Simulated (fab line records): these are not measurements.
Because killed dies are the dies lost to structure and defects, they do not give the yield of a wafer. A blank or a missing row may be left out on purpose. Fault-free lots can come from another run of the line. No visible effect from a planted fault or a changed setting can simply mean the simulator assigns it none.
Struck lot and sound lot, side by side ; flow rit_cmos ; 20 out of 202 route steps
Sound: these wafers, L890.3, L890.4, L890.6. Wafers L909.2, L909.4, L909.6 were the ones struck. The cause is given at the end.
At each step with rows: each side's tool, then ch and its chambers, then its first start. Under that, the readings that differ: sound wafers ; struck wafers ; difference of the means ; sigmas: that difference in standard deviations of wafers without a fault.
alike: readings with means less than 2 such deviations apart, plus words and numbers identical on both sides. not compared: withheld readings, readings lacking a value on some wafer, bounds such as >300 that could conceal the same value, and numbers that have no deviation in the record and whose values overlap.
Wherever a step has rows on one side only, a row that says differs or no value, or a row with sigmas, the two part there. Non-overlapping numbers with no deviation appear without sigmas and do not part them. Lack of a reading on every wafer of one side parts them only where that side has two or more wafers.

first, 4 steps without rows for these wafers: RIT_ACTIVE_SOFTBAKE_07 (time 60 s); RIT_ACTIVE_EXPOSE_08 (exposes mask M1, target cd 1400 nm); RIT_ACTIVE_PEB_09; RIT_ACTIVE_DEVELOP_10 (develop time 47.85 s).
RIT_ACTIVE_CD_MEAS_11: target cd 1400 nm.
  struck on cd_sem-02, day 5 13:37; sound on cd_sem-01, day 1 14:36
  alike: cd_nm
then, 1 step without rows for these wafers: RIT_ACTIVE_HARDBAKE_12 (time 60 s).
RIT_ACTIVE_ETCH_13: etches Si3N4 in SF6, stops on SiO2, time 210 s, target depth 210 nm.
  sound on rie_diel-03 ch 1,2, day 1 14:50; struck on rie_diel-02 ch 0,1,3, day 5 13:52
  alike: drypump_motor_current_A, oes_product_au, throttle_valve_pct
  not compared: rf_hours_counter_h
RIT_ACTIVE_STRIP_14: strips in O2, time 180 s.
  sound on plasma_asher-02 ch 0,1, day 1 15:02; struck on plasma_asher-02 ch 0,1, day 5 13:59
  alike: drypump_motor_current_A, rf_refl_power_W
  not compared: rf_hours_counter_h
RIT_ACTIVE_CD_MEAS_90: target cd 1400 nm.
  struck on cd_sem-02, day 5 14:11; sound on cd_sem-02, day 1 15:11
  alike: cd_nm
then, 3 steps without rows for these wafers: RIT_ACTIVE_CLEAN_15 (cleans in SC1, time 600 s); RIT_ACTIVE_CLEAN_16 (cleans in dHF, time 30 s); RIT_ACTIVE_CLEAN_17 (cleans in SC2, time 600 s).
RIT_FOX1_OXIDATION_00: target thk 350.7 nm, ox time 1130 s.
  sound on furnace-01 ch 0, day 1 15:41; struck on furnace-01 ch 0, day 5 15:55
reading;sound;struck;difference;sigmas
ox_time_s (s);1130 1130 1130;508.5 508.5 508.5;-621.5;
model.SiO2_of_FOX1_OXIDATION_00.thk_nm (nm);353.1 344.9 346.5;210.6 221.2 212.1;-133.5;
model.Si3N4_of_ACTIVE_CVD_03.thk_nm (nm);142.2 140.7 142.6;146.6 147 145.8;+4.6;
RIT_FOX1_THK_MEAS_01:
  struck on film_metro-01, day 5 17:15; sound on film_metro-01, day 1 17:01
reading;sound;struck;difference;sigmas
FOX1_OXIDE_THK (nm);353 345 347;211 221 212;-134;-18
then, 2 steps without rows for these wafers: RIT_FOX1_WET_ETCH_02 (etches SiO2 in BOE, target depth 350 nm, time 390 s); RIT_FOX2_OXIDATION_00 (target thk 350.7 nm, ox time 1130 s).
RIT_FOX2_THK_MEAS_01:
  struck on film_metro-01, day 5 19:37; sound on film_metro-01, day 1 18:31
  alike: FOX2_OXIDE_THK
RIT_FOX2_CLEAN_02: cleans in dHF, time 180 s.
  sound on wet_bench-01 ch 2, day 1 18:33; struck on wet_bench-02 ch 2, day 5 19:40
reading;sound;struck;difference;sigmas
model.Si3N4_of_ACTIVE_CVD_03.thk_nm (nm);130.4 128.9 130.8;134.8 135.1 134;+4.6;
then, 1 step without rows for these wafers: RIT_FOX2_WET_ETCH_03 (etches Si3N4 in H3PO4, target depth 195 nm, time 2700 s).
RIT_M1_PROBE_99:
  struck on prober-01, day 7 10:43; sound on prober-01, day 3 10:33
reading;sound;struck;difference;sigmas
killed_at_front_end;5 2 8;11 10 16;+7;+2
killed_dies;6 2 8;11 10 16;+7;+2
killed_short;3 1 3;7 8 8;+5;+3
model.etest.pplus_sal.width_nm (nm);3455 3474 3469;3593 3546 3602;+114;
model.etest.nplus_sal.width_nm (nm);3441 3459 3449;3608 3556 3576;+130;
model.etest.pldd.width_nm (nm);3174 3176 3141;3276 3280 3263;+109;
model.etest.nldd.width_nm (nm);3167 3163 3156;3262 3259 3272;+102;
model.etest.nmos_narrow.drive_ua_um;225.8 228.5 224.6;250.5 236.3 237.4;+15.1;
model.etest.pmos_narrow.drive_ua_um;104.4 104.8 103.8;115.2 108 108.1;+6.1;
model.etest.field_p_metal.vt_v (V);-28.89 -29.11 -29;-30.22 -30.64 -30.39;-1.42;
model.etest.field_p.vt_v (V);-13.12 -13.18 -13.07;-13.44 -13.4 -13.39;-0.29;
  alike: killed_at_M0_to_M3, killed_at_contacts, killed_open

## WHERE THEY PART
First at RIT_FOX1_THK_MEAS_01; last, within this record, at RIT_M1_PROBE_99.

WHY: what the simulator had put in
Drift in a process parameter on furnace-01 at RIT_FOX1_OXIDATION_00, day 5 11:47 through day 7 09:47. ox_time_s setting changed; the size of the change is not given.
